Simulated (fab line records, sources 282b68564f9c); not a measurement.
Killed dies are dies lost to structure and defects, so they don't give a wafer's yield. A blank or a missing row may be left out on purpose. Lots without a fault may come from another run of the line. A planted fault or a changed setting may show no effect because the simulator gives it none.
fab line records | flow rit_cmos
record lots=14 wafers=42 last_day=7
route steps=202 shown GATE@81 M1@202
lots that met no fault: from a run of the same line without faults
start_h: hours from the record's first day to the start of the lot's first wafer shown | wait_h: hours since the lot's step before | " the same as in the row above | L1.1+2: a row that stands for several wafers | - no value, or no start given | * or withheld: withheld | < > ~ a bound
route shown NAME@n: a module of which the file shows steps, and the number in the route of the first | usual: mean/standard deviation of fault-free wafers | same: alike in all rows | chamber/n: place in a boat | sites: the reading at each site | _std_site: their standard deviation | _edge_site: outer sites' mean less inner sites' | radius_mm: how far each site lies from the wafer's centre | mask NAME#n: copy n | behind: the tool/chamber that last shaped the wafer | hold: why the lot was held/for how many hours/how that ended | device: the transistor (n, p or np) that didn't switch | end of line: the same wafers' tests at the end of the route | a step without rows: its recipe alone | killed: dies lost to structure and defects at the first sort, not the wafer's yield | map: a wafer's dies, x killed, . not, _ none there
set.NAME: the setting as run; set.NAME@STEP: as run at that earlier step | model.NAME: the simulator's own value behind a step, which no gauge read
steps of the route over a sample of lots; a table a step, a row a wafer
services: from which hour (start_h, from the record's first day; less than 0 if before it) a tool's chamber was out of use, for how many hours, and why
## steps
# step RIT_GATE_OXIDATION_05
# recipe temp_c=900 ambient=O2 target_thk_a=30 ox_time_s=270
# usual ox_time_s=270/0 spike_tc_centre_C=901.3/1.2 spike_tc_source_C=924.5/2.1
# columns lot.wafer tool chamber start_h wait_h ox_time_s spike_tc_centre_C spike_tc_source_C
L647.2 furnace-03 0 33.00 0.0 270 901.2 925.1
L647.3 " 0 " " 270 902.9 927.0
L647.5 " 0 " " 270 901.6 924.3
L649.2 furnace-03 0 46.89 0.0 270 902.9 926.3
L649.5 " 0 " " 270 902.5 925.2
L649.6 " 0 " " 270 904.3 923.7
L653.2 furnace-01 0 61.79 0.0 270 903.1 921.7
L653.4 " 0 " " 270 901.5 922.2
L653.6 " 0 " " 270 900.1 920.3
L654.1 furnace-01 0 67.71 0.1 270 901.7 919.8
L654.3 " 0 " " 270 902.2 922.5
L654.6 " 0 " " 270 901.6 923.0
L657.1 furnace-01 0 83.06 0.1 270 900.6 921.5
L657.3 " 0 " " 270 901.0 924.3
L657.4 " 0 " " 270 903.0 921.8
L658.1 furnace-01 0 87.05 0.2 405 903.4 922.6
L658.4 " 0 " " 405 901.7 922.7
L658.5 " 0 " " 405 901.3 920.3
L662.2 furnace-01 0 109.18 0.0 405 902.7 921.0
L662.3 " 0 " " 405 901.3 921.3
L662.4 " 0 " " 405 902.2 921.4
L664.1 furnace-02 0 118.52 0.3 270 899.2 927.6
L664.5 " 0 " " 270 899.8 925.2
L664.6 " 0 " " 270 900.2 927.7
L665.1 furnace-02 0 122.11 0.1 270 899.9 926.3
L665.2 " 0 " " 270 900.3 926.6
L665.6 " 0 " " 270 900.1 927.1
L666.2 furnace-02 0 129.87 2.6 270 901.4 927.2
L666.3 " 0 " " 270 901.3 924.0
L666.6 " 0 " " 270 901.1 925.7
L667.2 furnace-03 0 132.04 0.2 270 900.4 924.2
L667.4 " 0 " " 270 900.9 925.8
L667.5 " 0 " " 270 902.0 924.4
L668.1 furnace-03 0 138.71 0.1 270 901.1 924.3
L668.2 " 0 " " 270 901.9 924.7
L668.4 " 0 " " 270 901.9 925.1
L669.2 furnace-03 0 144.06 0.0 270 901.4 926.0
L669.4 " 0 " " 270 901.2 925.4
L669.5 " 0 " " 270 900.8 925.5
L670.3 furnace-02 0 148.88 0.0 270 902.5 927.3
L670.5 " 0 " " 270 902.5 925.9
L670.6 " 0 " " 270 899.3 924.7
# step RIT_GATE_THK_MEAS_07
# recipe reads=SiO2_of_GATE_OXIDATION_05
# usual GATE_OXIDE_THK=2.97/0.058
# columns lot.wafer tool chamber start_h wait_h GATE_OXIDE_THK[nm]
L647.2 film_metro-01 - 34.33 0.0 3.02
L647.3 " - " " 3.04
L647.5 " - " " 2.95
L649.2 film_metro-02 - 48.76 0.0 2.99
L649.5 " - " " 3.01
L649.6 " - " " 2.93
L653.2 film_metro-03 - 63.13 0.0 2.83
L653.4 " - " " 2.86
L653.6 " - " " 2.92
L654.1 film_metro-03 - 69.04 0.0 2.95
L654.3 " - " " 2.93
L654.6 " - " " 2.88
L657.1 film_metro-03 - 84.39 0.0 2.91
L657.3 " - " " 2.90
L657.4 " - " " 2.82
L658.1 film_metro-01 - 89.41 0.0 3.99
L658.4 " - " " 3.99
L658.5 " - " " 4.02
L662.2 film_metro-01 - 112.22 0.0 4.05
L662.3 " - " " 4.05
L662.4 " - " " 4.02
L664.1 film_metro-02 - 119.85 0.0 2.92
L664.5 " - " " 2.96
L664.6 " - " " 2.95
L665.1 film_metro-01 - 123.43 0.0 2.94
L665.2 " - " " 2.87
L665.6 " - " " 3.01
L666.2 film_metro-02 - 132.05 0.0 2.93
L666.3 " - " " 2.94
L666.6 " - " " 3.03
L667.2 film_metro-01 - 133.37 0.0 3.01
L667.4 " - " " 2.99
L667.5 " - " " 3.02
L668.1 film_metro-01 - 140.04 0.0 2.88
L668.2 " - " " 2.96
L668.4 " - " " 2.95
L669.2 film_metro-03 - 145.40 0.0 3.00
L669.4 " - " " 3.00
L669.5 " - " " 2.91
L670.3 film_metro-03 - 150.23 0.0 2.98
L670.5 " - " " 3.03
L670.6 " - " " 2.98
# step RIT_M1_PROBE_99
# usual killed_at_M0_to_M3=0.0/0.12 killed_at_contacts=0.0/0.22 killed_at_front_end=7/3.1 killed_dies=7/3.1 killed_open=3.5/2.2 killed_short=3.3/1.9
# same gross_dies=264 killed_at_M4_up=0 killed_at_back_side=0 killed_at_other=0
# columns lot.wafer tool chamber start_h wait_h killed_at_M0_to_M3 killed_at_contacts killed_at_front_end killed_dies killed_open killed_short
L654.1 prober-02 - 93.58 0.1 0 0 8 8 2 6
L654.3 prober-02 - 93.68 0.2 0 0 4 4 1 3
L654.6 prober-02 - 93.83 0.2 0 0 5 5 1 4
L657.1 prober-01 - 108.51 0.1 0 0 6 6 5 1
L657.3 prober-01 - 108.61 0.2 0 0 4 4 2 2
L657.4 prober-01 - 108.66 0.2 0 0 10 10 6 4
L666.2 prober-02 - 154.61 0.1 0 0 5 5 2 3
L666.3 prober-02 - 154.66 0.2 0 0 5 5 1 4
L666.6 prober-02 - 154.81 0.2 0 0 5 5 1 4
L668.1 prober-02 - 163.65 0.1 0 0 2 2 1 1
L668.2 prober-02 - 163.70 0.1 0 0 8 8 6 2
L668.4 prober-02 - 163.80 0.2 0 0 6 6 2 4
# killed by level:class
L654.1 FOX1:geometric_particle:short=3 REOX:geometric_particle:open=2 REOX:geometric_particle:short=2 GATE:geometric_particle:short=1
L654.3 GATE:geometric_particle:short=2 SPACER:geometric_particle:open=1 SILICIDE:geometric_particle:short=1
L654.6 GATE:geometric_particle:short=2 REOX:geometric_particle:short=2 REOX:geometric_particle:open=1
L657.1 FOX1:geometric_particle:open=1 FOX2:geometric_particle:open=1 GATE:geometric_particle:short=1 GATE:geometric_particle:open=1 REOX:geometric_particle:open=1 SILICIDE:geometric_particle:open=1
L657.3 FOX1:geometric_particle:open=1 GATE:geometric_particle:open=1 GATE:geometric_particle:short=1 REOX:geometric_particle:short=1
L657.4 GATE:geometric_particle:open=4 GATE:geometric_particle:short=2 FOX1:geometric_particle:short=1 REOX:geometric_particle:open=1 SPACER:geometric_particle:open=1 SPACER:geometric_particle:short=1
L666.2 SILICIDE:geometric_particle:short=2 REOX:geometric_particle:open=1 SPACER:geometric_particle:short=1 SILICIDE:geometric_particle:open=1
L666.3 FOX2:geometric_particle:short=1 GATE:geometric_particle:open=1 GATE:geometric_particle:short=1 SPACER:geometric_particle:short=1 SILICIDE:geometric_particle:short=1
L666.6 GATE:geometric_particle:short=2 SPACER:geometric_particle:short=2 SILICIDE:geometric_particle:open=1
L668.1 GATE:geometric_particle:open=1 GATE:geometric_particle:short=1
L668.2 FOX1:geometric_particle:open=2 GATE:geometric_particle:open=2 REOX:geometric_particle:open=2 FOX2:geometric_particle:short=1 REOX:geometric_particle:short=1
L668.4 GATE:geometric_particle:short=2 REOX:geometric_particle:short=2 REOX:geometric_particle:open=2
## services
# columns tool chamber start_h hours kind
furnace-01 - 10.85 3.5 pm
furnace-01 - 36.99 2.8 pm
## key
first_sign step=RIT_GATE_OXIDATION_05 reading=ox_time_s direction=up sigmas=99+ usual=* struck=*
effect step=RIT_GATE_THK_MEAS_07 reading=GATE_OXIDE_THK direction=up sigmas=18 usual=2.97 struck=4.02
met_at RIT_GATE_OXIDATION_05
struck_lots L658,L662
tester_left_out L658,L662
onset_between 83.06 87.05
fault kind=process_parameter_drift tool=furnace-01 chamber=- onset_h=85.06 steps=RIT_GATE_OXIDATION_05 channel=ox_time_s offset=* shape=step end_h=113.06 acts_in=* stated=*
# tester_left_out: of these lots the tester's yield and bins aren't shown, on N5 and GAA mostly nor the transistor test; their killed dies are dies lost to structure and defects alone, not to doping, threshold or leakage, so they don't give the yield
